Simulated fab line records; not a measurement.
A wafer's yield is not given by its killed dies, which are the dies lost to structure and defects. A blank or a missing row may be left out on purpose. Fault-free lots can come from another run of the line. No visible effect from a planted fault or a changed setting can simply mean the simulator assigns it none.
Matching of chambers + flow rit_cmos + RIT_GATE_ETCH_19 on rie_si-01 has 4 sister chambers
The step etches poly-Si in SF6/CHF3/O2, stops on SiO2, time 165 s, target depth 312.5 nm. 14 wafers are shown with their chamber, then 7 later ones without.

== WAFERS, EACH WITH ITS CHAMBER ==
| wafer  | chamber | throttle_valve_pct (%) | oes_product_au (a.u.) | O2_flow_sccm (sccm) |
|--------|---------|------------------------|-----------------------|---------------------|
| L140.2 | 1       | 10.29                  | 0.847                 | 5.007               |
| L140.3 | 0       | 10.28                  | 0.845                 | 5.007               |
| L140.5 | 0       | 10.28                  | 0.846                 | 4.999               |
| L142.4 | 3       | 10.39                  | 0.830                 | 4.993               |
| L142.5 | 0       | 10.28                  | 0.847                 | 5.004               |
| L142.6 | 3       | 10.36                  | 0.817                 | 5.011               |
| L144.3 | 1       | 10.26                  | 0.847                 | 4.979               |
| L144.5 | 2       | 10.08                  | 0.868                 | 5.010               |
| L144.6 | 1       | 10.26                  | 0.839                 | 4.998               |
| L152.1 | 3       | 10.38                  | 0.827                 | 5.001               |
| L152.2 | 0       | 10.29                  | 0.872                 | 4.988               |
| L152.3 | 1       | 10.26                  | 0.847                 | 5.030               |
| L156.1 | 0       | 10.29                  | 0.870                 | 4.996               |
| L156.4 | 1       | 10.29                  | 0.847                 | 5.004               |

SIGNATURES, as means of the wafers listed above
| reading            | chamber 0 | chamber 1 | chamber 2 | chamber 3 | scatter within a chamber |
|--------------------|-----------|-----------|-----------|-----------|--------------------------|
| throttle_valve_pct | 10.2840   | 10.2720   | 10.0800   | 10.3767   | 0.0129                   |
| oes_product_au     | 0.85600   | 0.84540   | 0.86800   | 0.82467   | 0.00948                  |
| O2_flow_sccm       | 4.99880   | 5.00360   | 5.01000   | 5.00167   | 0.0131                   |
Rule: for each reading, subtract the chamber's mean from the wafer's reading, divide by that reading's scatter and square the result; add these up over the readings and take the root, which gives the wafer's distance from the chamber. If the next closest chamber is less than 2 further off than the closest, the wafer can't be placed; otherwise it belongs to the closest. How the scatter is found: for the shown wafers, subtract from each reading the mean of its chamber, square and add these, divide the total by (wafers less chambers), then take the root.

== WAFERS WITHOUT THEIR CHAMBER ==
| wafer  | throttle_valve_pct (%) | oes_product_au (a.u.) | O2_flow_sccm (sccm) |
|--------|------------------------|-----------------------|---------------------|
| L156.5 | 10.10                  | 0.862                 | 4.998               |
| L158.1 | 10.27                  | 0.841                 | 5.017               |
| L158.5 | 10.28                  | 0.868                 | 4.998               |
| L158.6 | 10.37                  | 0.825                 | 4.986               |
| L160.2 | 10.35                  | 0.823                 | 5.032               |
| L160.4 | 10.28                  | 0.868                 | 5.007               |
| L160.5 | 10.07                  | 0.857                 | 4.984               |

== EACH ONE'S CHAMBER ==
| wafer  | from the rows above     | in truth |
|--------|-------------------------|----------|
| L156.5 | 2                       | 2        |
| L158.1 | can't be placed: 1 or 0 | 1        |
| L158.5 | can't be placed: 0 or 1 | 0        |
| L158.6 | 3                       | 3        |
| L160.2 | 3                       | 3        |
| L160.4 | can't be placed: 0 or 1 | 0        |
| L160.5 | 2                       | 2        |
Placed correctly: 4 of 7. Can't be placed from these rows: 3 (the true chamber is among the candidates in 3). 0 placed wrongly.
